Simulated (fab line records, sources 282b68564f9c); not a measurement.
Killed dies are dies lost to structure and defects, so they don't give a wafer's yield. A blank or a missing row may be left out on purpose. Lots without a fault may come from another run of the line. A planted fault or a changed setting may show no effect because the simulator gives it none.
Split-lot experiment | flow rit_cmos | 5 lots, 23 wafers read, on a route of 202 steps

THE SPLIT
At RIT_NSD_HARDBAKE_07 (time 60 s), the setting temp_c was moved away from the recipe's 140 C on 7 of the 23 wafers read, by -2.1% to +1.7%. The other wafers ran this setting at the recipe's value.

The reading is taken at the split's own step.

THE READING
NOVOLAK_of_NSD_COAT_01.thk_nm (the simulator's own value, which no gauge read), in nm, at RIT_NSD_HARDBAKE_07 (time 60 s). The file gives no usual value for it. The 16 wafers here that ran the recipe average 885.4 nm, standard deviation 1.4 nm.

wafer  | tool, chamber at the split | temp_c as run, C | against the recipe | NOVOLAK_of_NSD_COAT_01.thk_nm, nm | against lot-mates on the recipe
L074.1 | litho_track-01, 0          | 140              | recipe             | 886.9                             | -
L074.3 | litho_track-01, 0          | 140              | recipe             | 887                               | -
L074.5 | litho_track-01, 0          | 140              | recipe             | 886.8                             | -
L079.1 | litho_track-02, 0          | 140              | recipe             | 882.7                             | -
L079.2 | litho_track-02, 0          | 140              | recipe             | 883.2                             | -
L079.3 | litho_track-02, 0          | 137.1            | -2.1%              | 889.3                             | +6.3
L079.5 | litho_track-02, 0          | 137.1            | -2.1%              | 888.5                             | +5.5
L079.6 | litho_track-02, 0          | 137.1            | -2.1%              | 886.9                             | +3.9
L080.2 | litho_track-02, 0          | 138.7            | -0.9%              | 887.7                             | +2.7
L080.3 | litho_track-02, 0          | 138.7            | -0.9%              | 885.2                             | +0.2
L080.4 | litho_track-02, 0          | 140              | recipe             | 885.3                             | -
L080.5 | litho_track-02, 0          | 140              | recipe             | 884.9                             | -
L080.6 | litho_track-02, 0          | 140              | recipe             | 884.9                             | -
L082.2 | litho_track-01, 0          | 140              | recipe             | 886.3                             | -
L082.5 | litho_track-01, 0          | 140              | recipe             | 886.3                             | -
L082.3 | litho_track-01, 0          | 140              | recipe             | 885.5                             | -
L082.4 | litho_track-01, 0          | 140              | recipe             | 885.6                             | -
L082.6 | litho_track-01, 0          | 140              | recipe             | 886                               | -
L085.1 | litho_track-01, 0          | 142.4            | +1.7%              | 881                               | -4.0
L085.2 | litho_track-01, 0          | 140              | recipe             | 883.9                             | -
L085.4 | litho_track-01, 0          | 140              | recipe             | 887.4                             | -
L085.5 | litho_track-01, 0          | 142.4            | +1.7%              | 882.1                             | -2.9
L085.6 | litho_track-01, 0          | 140              | recipe             | 883.6                             | -

THE FIT
A straight line over all 23 wafers: NOVOLAK_of_NSD_COAT_01.thk_nm changes by -1.65 nm for each +1% of temp_c; r = -0.75; the points scatter about the line by 1.4 nm.
The same after taking each lot's own level away (the mean of its wafers on the recipe; 23 wafers): -2.29 nm for each +1%; r = -0.92; scatter 0.95 nm.
On that fit, the largest move of temp_c shifts the reading by 4.7 nm.
The lots' own levels span 882.95 to 886.90 nm, that is 2.8 times the standard deviation above.
So the lot-to-lot level blurs the effect unless lot-mates are compared.
Check: with one of the wafers moved furthest among these (-2.1%) left out of the fit, the line predicts +4.36 nm for it against its lot-mates. It came out at +6.35 nm against them.

OTHER SPLITS ON THESE WAFERS
These wafers also went through other splits before the reading. Each is held against what the fit with the lots' levels taken away leaves over:
other split on the same wafers     | wafers away from the commonest value | r with NOVOLAK_of_NSD_COAT_01.thk_nm (lot level and that fit taken away)
RIT_ACTIVE_OXIDATION_01 ox_time_s  | 10                                   | -0.02
RIT_ACTIVE_EXPOSE_08 dose_mj       | 9                                    | -0.05
RIT_NWELL_IMPLANT_08 energy_kev    | 10                                   | -0.04
RIT_PRETRO_COAT_01 resist_thk_nm   | 10                                   | -0.32
RIT_GATE_OXIDATION_05 temp_c       | 15                                   | -0.15
RIT_GATE_DEVELOP_15 develop_time_s | 7                                    | -0.20
RIT_SPACER_CVD_03 time_s           | 15                                   | +0.21

THE FILE'S OWN FIT
NOVOLAK_of_NSD_COAT_01.thk_nm changes by -2.24 nm for each +1% of temp_c, r = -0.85.
